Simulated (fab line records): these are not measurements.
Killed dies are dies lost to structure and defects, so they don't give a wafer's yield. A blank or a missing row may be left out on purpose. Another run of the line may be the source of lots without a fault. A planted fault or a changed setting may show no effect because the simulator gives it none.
fab line records    flow ritCmos
[record] lots = 14  wafers = 42  lastDay = 7
route steps=202 shown NLDD@112 M1@202
lots that met no fault: taken from a fault-free run of the same line
startH: hours from the record's first day to the start of the lot's first wafer shown    waitH: hours from the lot's prior step to this one    " same as the row above    L1.1+2: a row that stands for several wafers    - no value, or no start was given    * or withheld: withheld    < > ~ a bound
route shown NAME@n: NAME is a module with steps in the file, n the number in the route of the first one    usual: average and standard deviation across the fault-free wafers    same: alike in all rows    chamber/n: place in a boat    sites: each site's reading    _std_site: the standard deviation of these    _edge_site: outer sites' mean less inner sites'    radiusMm: for every site, how far away it sits from the centre of the wafer    mask NAME#n: copy n    behind: the last tool/chamber to shape the wafer    hold: why the lot went on hold/how many hours it stayed there/how the hold came to an end    device: whichever transistor did not switch (one of n, p or np)    end of line: the same wafers' tests at the end of the route    a step without rows: its recipe alone    killed: count of dies lost to structure and defects at first sort (not the wafer's yield)    map: dies across one wafer; x = killed, . = not, _ = none there
set.NAME: the setting that was run; set.NAME@STEP: the one run at that earlier step    model.NAME: the simulator's own value behind a step, which no gauge read
steps of the route over a sample of lots; a table a step, a row a wafer
services: when a tool's chamber went out of use (startH, in hours from the record's first day, below 0 if earlier), for how many hours, and the reason
[[steps]]
[step RIT_NLDD_STRIP_09]
[recipe] chemistry = O2  timeS = 180  resist = NOVOLAK  platenTempC = withheld  powerW = 500  pressureMtorr = 4000  o2FlowSccm = 4000
[usual] chamberPressureMTorr = 4000/3.5  drypumpMotorCurrentA = 6.0/0.32  o2FlowSccm = 3999/12  rfReflPowerW = 7.3/1.9
lot.wafer  tool            chamber  startH  waitH  chamberPressureMTorr  drypumpMotorCurrentA  o2FlowSccm  rfHoursCounterH  rfReflPowerW
L290.2     plasmaAsher-02  0        42.49   0.1    4003                  6.2                   3996        39               8.2
L290.3     "               0        "       "      3999                  6.2                   3999        -                8.3
L290.4     "               1        "       "      4002                  5.5                   3996        -                9.3
L291.2     plasmaAsher-04  0        47.53   0.1    4007                  5.9                   4014        43               5.5
L291.3     "               0        "       "      4000                  5.9                   4023        -                5.6
L291.6     "               1        "       "      3991                  5.7                   4019        -                4.7
L292.1     plasmaAsher-01  1        52.83   0.1    4001                  6.0                   4000        24               8.2
L292.2     "               0        "       "      3999                  6.5                   4013        24               8.9
L292.6     "               0        "       "      3994                  6.5                   4005        -                9.1
L293.2     plasmaAsher-04  0        57.05   0.1    4006                  5.9                   3986        44               5.5
L293.3     "               1        "       "      3996                  5.8                   4017        -                4.6
L293.5     "               0        "       "      4002                  6.0                   3986        -                5.5
L294.1     plasmaAsher-02  1        64.59   0.1    4002                  5.5                   4010        42               9.5
L294.4     "               1        "       "      4003                  5.5                   4015        -                9.3
L294.5     "               0        "       "      3999                  6.2                   3993        -                8.0
L295.1     plasmaAsher-01  0        67.87   0.1    3997                  6.5                   3983        26               9.0
L295.3     "               1        "       "      3999                  6.0                   4008        -                8.1
L295.6     "               1        "       "      4001                  6.0                   3986        -                8.0
L296.1     plasmaAsher-01  0        72.39   0.1    3999                  6.5                   4007        27               9.3
L296.3     "               0        "       "      3996                  6.5                   4015        -                9.3
L296.4     "               1        "       "      4001                  6.0                   3994        -                7.9
L297.1     plasmaAsher-01  1        76.32   0.1    3996                  6.0                   3980        27               8.0
L297.4     "               0        "       "      3998                  6.5                   3999        -                9.7
L297.6     "               0        "       "      3997                  6.5                   4017        -                9.2
L298.2     plasmaAsher-04  1        82.95   0.1    3998                  5.8                   3993        47               4.5
L298.4     "               1        "       "      4001                  5.7                   3989        -                4.7
L298.6     "               1        "       "      3997                  5.7                   4003        -                4.3
L300.1     plasmaAsher-04  1        92.43   0.1    4002                  5.7                   3995        48               4.6
L300.2     "               0        "       "      1996                  5.9                   4010        48               5.3
L300.3     "               0        "       "      1998                  5.9                   3995        -                5.6
L304.1     plasmaAsher-04  0        119.50  0.1    2000                  5.9                   4000        50               5.4
L304.5     "               1        "       "      4011                  5.7                   4010        -                4.7
L304.6     "               0        "       "      2002                  6.0                   3980        -                5.6
L309.1     plasmaAsher-02  1        142.41  0.1    4001                  5.5                   4003        49               9.1
L309.2     "               0        "       "      3997                  6.2                   3989        49               8.4
L309.4     "               1        "       "      3998                  5.5                   4005        -                9.4
L308.1     plasmaAsher-01  0        142.65  0.1    3996                  6.5                   3989        34               9.0
L308.3     "               0        "       "      4006                  6.5                   3989        -                9.5
L308.5     "               1        "       "      3994                  6.0                   4002        -                8.1
L310.2     plasmaAsher-02  1        147.83  0.1    3998                  5.5                   4000        50               9.3
L310.3     "               1        "       "      4002                  5.5                   4005        -                9.0
L310.5     "               1        "       "      3998                  5.5                   3987        -                9.2
[step RIT_M1_PROBE_99]
[usual] killedAtContacts = 0.0/0.25  killedAtFrontEnd = 6.6/2.7  killedDies = 6.7/2.7  killedOpen = 3.3/1.9  killedShort = 3.4/1.9
[same] grossDies = 264  killed_at_M0_to_M3 = 0  killed_at_M4_up = 0  killedAtBackSide = 0  killedAtOther = 0
lot.wafer  tool       chamber  startH  waitH  killedAtContacts  killedAtFrontEnd  killedDies  killedOpen  killedShort
L308.1     prober-01  -        161.62  0.1    0                 3                 3           2           1
L308.3     prober-01  -        161.72  0.2    0                 5                 5           3           2
L308.5     prober-01  -        161.82  0.2    0                 6                 6           3           3
// killed by level:class
L308.1 FOX1:geometricParticle:open=1 GATE:geometricParticle:short=1 GATE:geometricParticle:open=1
L308.3 GATE:geometricParticle:open=2 FOX2:geometricParticle:open=1 FOX2:geometricParticle:short=1 REOX:geometricParticle:short=1
L308.5 GATE:geometricParticle:short=2 GATE:geometricParticle:open=2 FOX1:geometricParticle:open=1 SILICIDE:geometricParticle:short=1
[[services]]
tool            chamber  startH  hours  kind
plasmaAsher-01  -        19.20   6.0    repair
plasmaAsher-02  -        43.78   0.9    repair
[[key]]
[firstSign] step = RIT_NLDD_STRIP_09  reading = chamberPressureMTorr  direction = down  sigmas = 99+  usual = 4000  struck = 1999
effect none on later readings
metAt RIT_NLDD_STRIP_09
struckLots L300,L304
struckWafers L300.2,L300.3,L304.1,L304.6
testerLeftOut L300,L304
onsetBetween 57.05 92.43
[fault] kind = processParameterDrift  tool = plasmaAsher-04  chamber = 0  onsetH = 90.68  steps = RIT_NLDD_STRIP_09  channel = pressureMtorr  offset = -2000  shape = step  endH = 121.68  actsIn = theseRecipesOnly  stated = 4000
// testerLeftOut: of these lots the tester's yield and bins aren't shown, on N5 and GAA mostly nor the transistor test; their killed dies are dies lost to structure and defects alone, not to doping, threshold or leakage, so they don't give the yield
